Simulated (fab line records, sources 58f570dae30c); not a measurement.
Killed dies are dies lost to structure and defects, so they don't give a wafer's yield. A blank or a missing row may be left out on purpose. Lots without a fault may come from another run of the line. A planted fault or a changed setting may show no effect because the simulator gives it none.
Chamber matching | flow berkeley_cmos170 | UCB170_V1_ETCH_14 on rie_diel-02: 4 sister chambers
The step etches SiO2 in CHF3/CF4/Ar, stops on Al, target depth 1250 nm, time 291 s. 18 wafers are shown with their chamber, then 9 later ones without.

WAFERS WITH THEIR CHAMBER
wafer  | chamber | drypump_motor_current_A (A) | throttle_valve_pct (%) | run_length_s (s)
L844.2 | 3       | 5.6                         | 6.95                   | 320.1
L844.4 | 2       | 5.1                         | 6.84                   | 318.7
L844.5 | 3       | 5.7                         | 6.95                   | 319.5
L846.4 | 1       | 6.1                         | 6.72                   | 320.3
L846.5 | 1       | 6.1                         | 6.75                   | 319.9
L846.6 | 2       | 5.1                         | 6.83                   | 319.1
L850.3 | 0       | 5.4                         | 6.88                   | 318.5
L850.5 | 3       | 5.6                         | 6.96                   | 319.6
L850.6 | 2       | 5.1                         | 6.83                   | 318.9
L852.1 | 1       | 6.1                         | 6.74                   | 320.0
L852.2 | 0       | 5.4                         | 6.87                   | 318.6
L852.6 | 3       | 5.6                         | 6.96                   | 319.4
L856.1 | 2       | 5.1                         | 6.82                   | 318.9
L856.5 | 0       | 5.4                         | 6.88                   | 318.7
L856.6 | 3       | 5.6                         | 6.95                   | 319.5
L858.1 | 0       | 5.4                         | 6.88                   | 318.4
L858.5 | 2       | 5.1                         | 6.83                   | 318.8
L858.6 | 1       | 6.1                         | 6.74                   | 320.1

SIGNATURES (means of the wafers above)
reading                 | chamber 0 | chamber 1 | chamber 2 | chamber 3 | scatter within a chamber
drypump_motor_current_A | 5.400     | 6.100     | 5.100     | 5.620     | 0.0239
throttle_valve_pct      | 6.8775    | 6.7375    | 6.8300    | 6.9540    | 0.00788
run_length_s            | 318.550   | 320.075   | 318.880   | 319.620   | 0.195
Rule: a wafer's distance from a chamber is the root of the sum, over the readings, of the square of ((its reading less the chamber's mean) divided by the reading's scatter). The wafer belongs to the nearest chamber; if the next one is less than 2 further off, it can't be placed. The scatter: the root of (the sum of the squares of (reading less its chamber's mean) over the shown wafers, divided by (wafers less chambers)).

WAFERS WITHOUT THEIR CHAMBER
wafer  | drypump_motor_current_A (A) | throttle_valve_pct (%) | run_length_s (s)
L860.3 | 5.4                         | 6.88                   | 318.5
L860.4 | 6.2                         | 6.74                   | 320.0
L860.5 | 5.4                         | 6.88                   | 318.5
L862.1 | 5.6                         | 6.93                   | 319.4
L862.2 | 5.4                         | 6.88                   | 318.8
L862.4 | 5.1                         | 6.84                   | 318.6
L866.2 | 5.1                         | 6.83                   | 318.8
L866.3 | 5.6                         | 6.95                   | 320.1
L866.4 | 5.5                         | 6.88                   | 318.5

WHICH CHAMBER EACH WENT THROUGH
wafer  | from the rows above | in truth
L860.3 | 0                   | 0
L860.4 | 1                   | 1
L860.5 | 0                   | 0
L862.1 | 3                   | 3
L862.2 | 0                   | 0
L862.4 | 2                   | 2
L866.2 | 2                   | 2
L866.3 | 3                   | 3
L866.4 | 0                   | 0
Placed correctly: 9 of 9. Can't be placed from these rows: 0. Placed wrongly: 0.
